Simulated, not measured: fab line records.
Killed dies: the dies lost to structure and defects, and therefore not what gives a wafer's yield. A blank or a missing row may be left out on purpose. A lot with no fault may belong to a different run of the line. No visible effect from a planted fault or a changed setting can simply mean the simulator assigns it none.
Which of the tools did it? | flow berkeley-cmos170 | 14 lots, 42 wafers sampled, at 6 steps of a route of 331

## WHAT THE GAUGES READ, wafer by wafer
UCB170_V1_CD_MEAS_90: the cd target is 700 nm.
lot  | measured     | on        | cd-nm (nm)
L397 | day 8 08:35  | cd-sem-01 | 702.0 701.5 701.5
L398 | day 8 23:07  | cd-sem-01 | 699.3 699.1 699.0
L400 | day 9 06:41  | cd-sem-01 | 700.9 700.5 701.4
L399 | day 9 08:10  | cd-sem-02 | 701.6 700.4 700.4
L403 | day 10 03:20 | cd-sem-02 | 701.2 698.5 701.4
L401 | day 10 03:38 | cd-sem-02 | 703.0 702.9 702.8
L404 | day 11 04:46 | cd-sem-01 | 700.9 701.0 700.9
L409 | day 11 08:09 | cd-sem-02 | 703.8 702.1 704.1
L407 | day 11 09:26 | cd-sem-02 | 700.4 701.3 703.6
L410 | day 11 22:15 | cd-sem-01 | 700.1 700.5 700.6
L412 | day 12 06:30 | cd-sem-01 | 702.6 702.9 701.9
L413 | day 12 18:00 | cd-sem-01 | 699.1 700.2 699.2
L415 | day 13 00:10 | cd-sem-02 | 699.7 699.4 699.4
L416 | day 13 08:07 | cd-sem-02 | 698.8 700.3 698.9

UCB170_M2_OVL_MEAS_16.
lot  | measured     | on         | M2_OVL (nm)
L397 | day 8 10:44  | overlay-02 | -8 -5 1
L398 | day 9 01:23  | overlay-01 | 0 1 0
L400 | day 9 08:56  | overlay-02 | 5 2 -1
L399 | day 9 10:24  | overlay-01 | -11 -5 -5
L403 | day 10 06:58 | overlay-02 | 6 2 -8
L401 | day 10 07:47 | overlay-02 | 6 -4 7
L404 | day 11 08:05 | overlay-01 | 5 3 -3
L409 | day 11 11:15 | overlay-02 | -1 2 -1
L407 | day 11 13:40 | overlay-02 | 1 3 5
L410 | day 12 01:16 | overlay-01 | -10 -11 -6
L412 | day 12 08:37 | overlay-01 | 5 -11 5
L413 | day 12 21:15 | overlay-02 | -1 -6 -2
L415 | day 13 04:42 | overlay-02 | -9 -3 -7
L416 | day 13 11:50 | overlay-01 | 0 1 6

UCB170_V2_BOW_MEAS_03.
lot  | measured     | on            | V2_BOW (um)
L397 | day 8 11:44  | film-metro-02 | 20 33 22
L398 | day 9 02:24  | film-metro-02 | 29 28 34
L400 | day 9 09:57  | film-metro-04 | 32 36 42
L399 | day 9 11:25  | film-metro-01 | 44 33 43
L403 | day 10 07:59 | film-metro-04 | 47 48 42
L401 | day 10 08:47 | film-metro-01 | 41 22 31
L404 | day 11 09:06 | film-metro-02 | 13 16 22
L409 | day 11 12:17 | film-metro-04 | 31 38 41
L407 | day 11 14:41 | film-metro-01 | 15 10 20
L410 | day 12 02:17 | film-metro-04 | 25 31 30
L412 | day 12 09:38 | film-metro-04 | 36 39 33
L413 | day 12 22:15 | film-metro-04 | 41 28 31
L415 | day 13 05:53 | film-metro-01 | 47 50 43
L416 | day 13 13:02 | film-metro-04 | 38 41 40

UCB170_V2_CD_MEAS_12: the cd target is 700 nm.
lot  | measured     | on        | cd-nm (nm)
L397 | day 8 13:28  | cd-sem-02 | 700.2 700.0 698.8
L398 | day 9 03:53  | cd-sem-01 | 700.1 698.6 698.5
L400 | day 9 11:17  | cd-sem-02 | 702.6 701.0 701.3
L399 | day 9 12:37  | cd-sem-01 | 699.1 700.3 698.8
L403 | day 10 09:11 | cd-sem-02 | 699.7 699.2 700.5
L401 | day 10 10:07 | cd-sem-02 | 700.0 700.9 700.0
L404 | day 11 10:43 | cd-sem-02 | 702.7 701.1 700.6
L409 | day 11 15:35 | cd-sem-02 | 700.9 702.4 702.2
L407 | day 11 16:38 | cd-sem-01 | 698.9 698.9 700.4
L410 | day 12 03:55 | cd-sem-02 | 698.3 698.5 697.6
L412 | day 12 11:02 | cd-sem-02 | 697.5 698.0 697.6
L413 | day 12 23:28 | cd-sem-01 | 703.0 702.3 702.0
L415 | day 13 07:46 | cd-sem-01 | 698.9 699.5 698.0
L416 | day 13 14:14 | cd-sem-02 | 699.8 700.0 702.4

UCB170_V2_CD_MEAS_90: the cd target is 700 nm.
lot  | measured     | on        | cd-nm (nm)
L397 | day 8 13:54  | cd-sem-01 | 701.4 700.8 699.6
L398 | day 9 04:20  | cd-sem-02 | 700.6 697.8 699.0
L400 | day 9 11:43  | cd-sem-01 | 703.2 701.2 700.6
L399 | day 9 13:04  | cd-sem-01 | 699.2 701.4 699.0
L403 | day 10 09:37 | cd-sem-01 | 700.8 700.1 700.4
L401 | day 10 10:33 | cd-sem-01 | 700.6 699.4 699.9
L404 | day 11 11:12 | cd-sem-02 | - - -
L409 | day 11 16:01 | cd-sem-02 | 700.9 704.9 703.3
L407 | day 11 17:04 | cd-sem-02 | - - -
L410 | day 12 04:20 | cd-sem-01 | 698.7 698.9 698.6
L412 | day 12 11:34 | cd-sem-01 | 698.9 699.2 697.9
L413 | day 12 23:54 | cd-sem-01 | 703.4 704.1 703.3
L415 | day 13 08:13 | cd-sem-01 | 699.2 701.0 698.3
L416 | day 13 14:40 | cd-sem-01 | 699.6 701.1 701.9

## TOOL THAT RAN EACH LOT (tool first, then ch and the chambers of the sampled wafers, then the start)
lot  | UCB170_V2_CVD_00
L397 | pecvd-03 ch 0,1,2, day 8 11:13
L398 | pecvd-03 ch 0,2, day 9 01:52
L400 | pecvd-01 ch 0,1,2, day 9 09:25
L399 | pecvd-03 ch 0,1,2, day 9 10:52
L403 | pecvd-04 ch 0,1,2, day 10 07:27
L401 | pecvd-01 ch 0,1,2, day 10 08:17
L404 | pecvd-01 ch 1,2, day 11 08:34
L409 | pecvd-03 ch 0,1, day 11 11:43
L407 | pecvd-01 ch 0,1,2, day 11 14:09
L410 | pecvd-01 ch 0,1,2, day 12 01:46
L412 | pecvd-04 ch 0,1,2, day 12 09:06
L413 | pecvd-04 ch 0,2, day 12 21:44
L415 | pecvd-04 ch 0,1,2, day 13 05:23
L416 | pecvd-03 ch 0,2, day 13 12:31
- UCB170_V2_CVD_00: deposits SiO2 from TEOS/O2, target thk 2000 nm, time 250 s.

## WHAT THE TOOLS THEMSELVES READ (means of the sampled wafers that have a number; where no wafer has one, the mark that the record gives instead)
UCB170_V2_CVD_00.
lot  | tool     | heater-power-w (W) | pressure-mtorr (mTorr)
L397 | pecvd-03 | 231                | 8993
L398 | pecvd-03 | 252                | 8980
L400 | pecvd-01 | 248                | 9009
L399 | pecvd-03 | 275                | 8995
L403 | pecvd-04 | 316                | 9002
L401 | pecvd-01 | 264                | 9024
L404 | pecvd-01 | -                  | -
L409 | pecvd-03 | 249                | 9017
L407 | pecvd-01 | -                  | -
L410 | pecvd-01 | 242                | 8993
L412 | pecvd-04 | 384                | 9007
L413 | pecvd-04 | 294                | 9012
L415 | pecvd-04 | 333                | 9011
L416 | pecvd-03 | 241                | 9007

## THE ANSWER, worked out from the rows above alone
Rule: usual is defined by the lots themselves. The widest of any qualifying gaps counts: lots, ordered by their means at a reading, are off when they make up no more than a third of the lots, leave a main group of 4 or more, and stand apart from it by 3 or more times the standard deviation of that group's means. If all means in a main group match to the digits the tables above print for the reading, that group is not used. A lot without any number at a reading at which 4 lots or more have one is off too. All remaining lots with rows at the step are treated as sound. Order of review: gauges by route order, followed by the tools' own readings, for which a lot's mean as printed above is used. The first step at which some lot is off is used, and at that step the reading that is off furthest; a lot without a number counts as furthest.
Off at UCB170_V2_CD_MEAS_90 (cd-nm): L404, L407. Without a number there: L404, L407. The main group: mean 700.5 nm, standard deviation 1.5.
If a tool, at a process step before that reading, ran all the lots that are off and no sound lot after the first of them, it fits. The gauges at UCB170_V2_CD_MEAS_90 aren't tried: what is off there is off at UCB170_V2_CVD_00 too, on other tools, and a gauge's error can't cause that. Of those tried, none fits.

## WHAT THE SIMULATOR HAD PUT IN
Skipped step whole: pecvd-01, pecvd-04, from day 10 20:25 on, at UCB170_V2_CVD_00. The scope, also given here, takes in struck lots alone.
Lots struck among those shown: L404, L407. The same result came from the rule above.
